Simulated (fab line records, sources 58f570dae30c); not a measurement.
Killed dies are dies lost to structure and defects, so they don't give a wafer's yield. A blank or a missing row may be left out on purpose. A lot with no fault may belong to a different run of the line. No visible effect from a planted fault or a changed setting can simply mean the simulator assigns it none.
Split-lot experiment + flow berkeley_cmos170 + on a route of 331 steps: 5 lots, 23 wafers read

## THE SPLIT
At UCB170_PVT_COAT_01 (resist thk 900 nm), the setting resist_thk_nm was moved away from the recipe's 900 nm on 5 of the 23 wafers read, by -5.0% to -4.9%. This setting was run at the recipe's value on the other wafers.

The reading comes from the split's own step.

## THE READING
KrF_of_PVT_COAT_01.thk_nm (the simulator's own value, which no gauge read), in nm, at UCB170_PVT_COAT_01 (resist thk 900 nm). There is no usual value for it anywhere in the file. Average 900.4 nm, standard deviation 2.4 nm, over the 18 wafers here run with the recipe.

| wafer  | tool, chamber at the split | resist_thk_nm as run, nm | against the recipe | KrF_of_PVT_COAT_01.thk_nm, nm | against lot-mates on the recipe |
|--------|----------------------------|--------------------------|--------------------|-------------------------------|---------------------------------|
| L075.2 | litho_track-01, 0          | 900                      | recipe             | 898.5                         | -                               |
| L075.3 | litho_track-01, 0          | 900                      | recipe             | 897.9                         | -                               |
| L075.4 | litho_track-01, 0          | 900                      | recipe             | 900.8                         | -                               |
| L075.5 | litho_track-01, 0          | 900                      | recipe             | 898.2                         | -                               |
| L075.6 | litho_track-01, 0          | 900                      | recipe             | 901.4                         | -                               |
| L078.1 | litho_track-04, 0          | 900                      | recipe             | 900.4                         | -                               |
| L078.2 | litho_track-04, 0          | 900                      | recipe             | 902.5                         | -                               |
| L078.4 | litho_track-04, 0          | 900                      | recipe             | 902.5                         | -                               |
| L078.3 | litho_track-04, 0          | 900                      | recipe             | 901.8                         | -                               |
| L078.5 | litho_track-04, 0          | 900                      | recipe             | 904.5                         | -                               |
| L081.1 | litho_track-01, 0          | 854.9                    | -5.0%              | 854.7                         | -43.6                           |
| L081.2 | litho_track-01, 0          | 900                      | recipe             | 898.1                         | -                               |
| L081.3 | litho_track-01, 0          | 900                      | recipe             | 898.6                         | -                               |
| L081.5 | litho_track-01, 0          | 854.9                    | -5.0%              | 853.8                         | -44.6                           |
| L081.6 | litho_track-01, 0          | 854.9                    | -5.0%              | 855.8                         | -42.6                           |
| L082.1 | litho_track-03, 0          | 900                      | recipe             | 904.4                         | -                               |
| L082.2 | litho_track-03, 0          | 900                      | recipe             | 903.8                         | -                               |
| L082.6 | litho_track-03, 0          | 900                      | recipe             | 898.6                         | -                               |
| L080.1 | litho_track-01, 0          | 900                      | recipe             | 899.7                         | -                               |
| L080.2 | litho_track-01, 0          | 855.7                    | -4.9%              | 852                           | -46.3                           |
| L080.3 | litho_track-01, 0          | 855.7                    | -4.9%              | 852.8                         | -45.5                           |
| L080.5 | litho_track-01, 0          | 900                      | recipe             | 896.5                         | -                               |
| L080.6 | litho_track-01, 0          | 900                      | recipe             | 898.6                         | -                               |

FIT RESULTS
A straight line over all 23 wafers: KrF_of_PVT_COAT_01.thk_nm changes by +9.35 nm for each +1% of resist_thk_nm; r = +0.99; the points scatter about the line by 2.4 nm.
The same after taking each lot's own level away (the mean of its wafers on the recipe; 23 wafers): +8.94 nm for each +1%; r = +1.00; scatter 1.7 nm.
That fit puts the effect of the largest move of resist_thk_nm on the reading at 45 nm.
The span of the lots' own levels, 898.27 to 902.34 nm, comes to 1.7 times the standard deviation stated above.
The two slopes agree, so the slope changes little with the lot-to-lot level.
Check: -45.1 nm against its lot-mates is what the line predicts for one of the wafers moved furthest among these (-5.0%) when that wafer is left out of the fit. Against them it came out at -43.6 nm.

## OTHER SPLITS APPLIED TO THESE WAFERS
Other splits were also applied to these wafers ahead of the reading. Each is held against what the fit with the lots' levels taken away leaves over:
| other split on the same wafers     | wafers away from the commonest value | r with KrF_of_PVT_COAT_01.thk_nm (lot level and that fit taken away) |
|------------------------------------|--------------------------------------|----------------------------------------------------------------------|
| UCB170_ZERO_ETCH_06 over_etch_frac | 11                                   | +0.06                                                                |
| UCB170_PWELL_IMPLANT_15 energy_kev | 5                                    | +0.08                                                                |
| UCB170_ACTIVE_EXPOSE_10 dose_mj    | 10                                   | +0.29                                                                |
| UCB170_FIELD_OXIDATION_01 temp_c   | 13                                   | -0.12                                                                |
| UCB170_FIELD_WET_ETCH_04 time_s    | 15                                   | +0.19                                                                |

## THE WHOLE CHAIN: every reading that the file lists as answering this split, in the file's order
| step                | what it does      | reading                                                                    | change (the file's fit)              | r (the file's) |
|---------------------|-------------------|----------------------------------------------------------------------------|--------------------------------------|----------------|
| UCB170_PVT_COAT_01  | resist thk 900 nm | KrF_of_PVT_COAT_01.thk_nm (the simulator's own value, which no gauge read) | +9 nm for each +1% of the setting    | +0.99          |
| UCB170_PVT_STRIP_08 | strips in O2      | strip_time_to_endpoint_s                                                   | withheld for each +1% of the setting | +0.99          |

## FILE'S OWN FIT
KrF_of_PVT_COAT_01.thk_nm changes by +9 nm for each +1% of resist_thk_nm, r = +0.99.
